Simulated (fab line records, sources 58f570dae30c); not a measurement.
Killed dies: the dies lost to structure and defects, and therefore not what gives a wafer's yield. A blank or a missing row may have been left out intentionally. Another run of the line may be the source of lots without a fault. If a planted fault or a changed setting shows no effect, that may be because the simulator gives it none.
Check of tool commonality || flow berkeley cmos170 || 42 wafers sampled across 14 lots

== WHY THIS WAS OPENED ==
At UCB170_WELLDRIVE_THK_MEAS_02 the reading WELLDRIVE_OXIDE_THK is flagged on 2 of 14 lots. Wafers without a fault read 201 nm, standard deviation 3.8.
Rule: a lot gets a flag if all its wafers with a number sit over 4 standard deviations from that mean, or if no wafer of it has a number. All remaining lots are regarded as sound.

{"lot": "L320", "measured": "day 4 02:02", "on": "film metro-01", "WELLDRIVE_OXIDE_THK (nm), wafer by wafer": "203 201 202", "flag": ""}
{"lot": "L321", "measured": "day 4 02:05", "on": "film metro-03", "WELLDRIVE_OXIDE_THK (nm), wafer by wafer": "200 202 203", "flag": ""}
{"lot": "L324", "measured": "day 5 05:33", "on": "film metro-03", "WELLDRIVE_OXIDE_THK (nm), wafer by wafer": "198 198 198", "flag": ""}
{"lot": "L326", "measured": "day 5 05:33", "on": "film metro-01", "WELLDRIVE_OXIDE_THK (nm), wafer by wafer": "191 195 194", "flag": ""}
{"lot": "L325", "measured": "day 5 05:34", "on": "film metro-02", "WELLDRIVE_OXIDE_THK (nm), wafer by wafer": "200 200 195", "flag": ""}
{"lot": "L328", "measured": "day 5 19:27", "on": "film metro-02", "WELLDRIVE_OXIDE_THK (nm), wafer by wafer": "199 200 204", "flag": ""}
{"lot": "L327", "measured": "day 5 19:28", "on": "film metro-03", "WELLDRIVE_OXIDE_THK (nm), wafer by wafer": "202 203 207", "flag": ""}
{"lot": "L329", "measured": "day 6 14:10", "on": "film metro-02", "WELLDRIVE_OXIDE_THK (nm), wafer by wafer": "310 314 314", "flag": "FLAGGED"}
{"lot": "L331", "measured": "day 6 14:28", "on": "film metro-02", "WELLDRIVE_OXIDE_THK (nm), wafer by wafer": "199 205 204", "flag": ""}
{"lot": "L332", "measured": "day 6 14:28", "on": "film metro-03", "WELLDRIVE_OXIDE_THK (nm), wafer by wafer": "198 195 196", "flag": ""}
{"lot": "L334", "measured": "day 7 09:53", "on": "film metro-03", "WELLDRIVE_OXIDE_THK (nm), wafer by wafer": "205 203 203", "flag": ""}
{"lot": "L333", "measured": "day 7 09:55", "on": "film metro-02", "WELLDRIVE_OXIDE_THK (nm), wafer by wafer": "202 203 202", "flag": ""}
{"lot": "L337", "measured": "day 7 23:29", "on": "film metro-02", "WELLDRIVE_OXIDE_THK (nm), wafer by wafer": "296 299 302", "flag": "FLAGGED"}
{"lot": "L340", "measured": "day 8 09:16", "on": "film metro-03", "WELLDRIVE_OXIDE_THK (nm), wafer by wafer": "202 201 199", "flag": ""}
On average the flagged lots' numbers are 306 nm, which is +105 nm against the usual, or +28 standard deviations.

== WHICH TOOL RAN EACH LOT ==
The record holds 1 process step before the reading, out of a route of 331 steps. In each cell: the tool, then ch and the chambers that the sampled wafers went through, then the start.
{"lot": "L320", "flag": "", "UCB170_WELLDRIVE_OXIDATION_01": "furnace-04 ch 0, day 3 22:32"}
{"lot": "L321", "flag": "", "UCB170_WELLDRIVE_OXIDATION_01": "furnace-04 ch 0, day 3 22:32"}
{"lot": "L324", "flag": "", "UCB170_WELLDRIVE_OXIDATION_01": "furnace-04 ch 0, day 5 02:02"}
{"lot": "L326", "flag": "", "UCB170_WELLDRIVE_OXIDATION_01": "furnace-04 ch 0, day 5 02:02"}
{"lot": "L325", "flag": "", "UCB170_WELLDRIVE_OXIDATION_01": "furnace-04 ch 0, day 5 02:02"}
{"lot": "L328", "flag": "", "UCB170_WELLDRIVE_OXIDATION_01": "furnace-02 ch 0, day 5 15:56"}
{"lot": "L327", "flag": "", "UCB170_WELLDRIVE_OXIDATION_01": "furnace-02 ch 0, day 5 15:56"}
{"lot": "L329", "flag": "FLAGGED", "UCB170_WELLDRIVE_OXIDATION_01": "furnace-02 ch 0, day 6 05:55"}
{"lot": "L331", "flag": "", "UCB170_WELLDRIVE_OXIDATION_01": "furnace-04 ch 0, day 6 10:58"}
{"lot": "L332", "flag": "", "UCB170_WELLDRIVE_OXIDATION_01": "furnace-04 ch 0, day 6 10:58"}
{"lot": "L334", "flag": "", "UCB170_WELLDRIVE_OXIDATION_01": "furnace-04 ch 0, day 7 06:23"}
{"lot": "L333", "flag": "", "UCB170_WELLDRIVE_OXIDATION_01": "furnace-04 ch 0, day 7 06:23"}
{"lot": "L337", "flag": "FLAGGED", "UCB170_WELLDRIVE_OXIDATION_01": "furnace-02 ch 0, day 7 15:08"}
{"lot": "L340", "flag": "", "UCB170_WELLDRIVE_OXIDATION_01": "furnace-02 ch 0, day 8 05:46"}
What is done by these steps:
- UCB170_WELLDRIVE_OXIDATION_01: target thk 199 nm, ox time 9000 s.
- UCB170_WELLDRIVE_THK_MEAS_02

== FLAGGED AGAINST TOTAL, ONE TOOL AT A TIME (gauges that did the reading follow at the end) ==
{"step": "UCB170_WELLDRIVE_OXIDATION_01", "tool": "furnace-02", "lots run": 5, "flagged": 2, "share of the flagged lots": "all", "sound lots run after its first flagged lot": "1 (L340)"}
{"step": "UCB170_WELLDRIVE_OXIDATION_01", "tool": "furnace-04", "lots run": 9, "flagged": 0, "share of the flagged lots": "none", "sound lots run after its first flagged lot": "-"}
{"step": "UCB170_WELLDRIVE_THK_MEAS_02", "tool": "film metro-01", "lots run": 2, "flagged": 0, "share of the flagged lots": "none", "sound lots run after its first flagged lot": "-"}
{"step": "UCB170_WELLDRIVE_THK_MEAS_02", "tool": "film metro-02", "lots run": 6, "flagged": 2, "share of the flagged lots": "all", "sound lots run after its first flagged lot": "2 (L331,L333)"}
{"step": "UCB170_WELLDRIVE_THK_MEAS_02", "tool": "film metro-03", "lots run": 6, "flagged": 0, "share of the flagged lots": "none", "sound lots run after its first flagged lot": "-"}

== WHAT IS ALLOWED BY THE TABLE ==
furnace-02 at UCB170_WELLDRIVE_OXIDATION_01 and film metro-02 at UCB170_WELLDRIVE_THK_MEAS_02 are the 2 rows of the table that ran each flagged lot.
- furnace-02 at UCB170_WELLDRIVE_OXIDATION_01: 2 of its 5 lots flagged. After the first flagged lot (L340), sound lots still ran on it; a lasting fault on the whole tool would not permit that.
- film metro-02 at UCB170_WELLDRIVE_THK_MEAS_02: 2 of its 6 lots flagged. After the first flagged lot (L331, L333), sound lots still ran on it; a lasting fault on the whole tool would not permit that.
There is no row in the table that ran each flagged lot and no sound lot after the first.

== WHAT HAD BEEN PUT IN BY THE SIMULATOR ==
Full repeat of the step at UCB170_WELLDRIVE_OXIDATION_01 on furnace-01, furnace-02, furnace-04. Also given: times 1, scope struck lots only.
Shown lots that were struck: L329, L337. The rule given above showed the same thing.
